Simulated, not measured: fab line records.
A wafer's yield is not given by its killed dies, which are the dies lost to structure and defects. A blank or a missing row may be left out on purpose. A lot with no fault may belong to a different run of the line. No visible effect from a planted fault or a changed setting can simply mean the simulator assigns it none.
Chamber matching | flow berkeley-cmos170 | UCB170_GATE_ETCH_15 on rie-si-01 has 4 sister chambers
The step etches poly-Si in HBr/Cl2, stops on SiO2, time 56.3 s, target depth 278.2 nm. 8 wafers are shown with their chamber, then 7 later ones without.

== WAFERS PAIRED WITH THEIR CHAMBERS ==
wafer  | chamber | drypump-motor-current-A (A) | throttle-valve-pct (%)
L284.3 | 3       | 5.7                         | 26.37
L285.6 | 3       | 5.7                         | 26.39
L288.3 | 2       | 6.4                         | 26.43
L291.2 | 0       | 5.3                         | 26.55
L291.3 | 2       | 6.5                         | 26.43
L291.6 | 1       | 6.4                         | 26.70
L293.2 | 1       | 6.4                         | 26.68
L293.3 | 0       | 5.3                         | 26.55

== WAFERS WITH NO CHAMBER GIVEN ==
wafer  | drypump-motor-current-A (A) | throttle-valve-pct (%)
L293.4 | 5.7                         | 26.38
L296.2 | 5.7                         | 26.37
L296.4 | 6.5                         | 26.43
L296.5 | 5.7                         | 26.37
L303.1 | 6.5                         | 26.42
L303.2 | 5.3                         | 26.55
L303.6 | 6.4                         | 26.70

== THE CHAMBER EACH PASSED THROUGH ==
wafer  | from the rows above | in truth
L293.4 | 3                   | 3
L296.2 | 3                   | 3
L296.4 | 2                   | 2
L296.5 | 3                   | 3
L303.1 | 2                   | 2
L303.2 | 0                   | 0
L303.6 | 1                   | 1
Correctly placed: 7 of 7. From these rows, 0 cannot be placed. 0 placed wrongly.
How it was worked out, from the rows above alone: a wafer's distance from a chamber is the root of the sum, over the readings, of the square of ((its reading less the chamber's mean) divided by the reading's scatter). If the next closest chamber is less than 2 further off than the closest, the wafer can't be placed; otherwise it belongs to the closest. The mean given for a chamber averages the wafers shown for that chamber. The scatter: take each reading less its chamber's mean, square it, sum over the shown wafers, divide by the number of wafers less the number of chambers, and take the root.
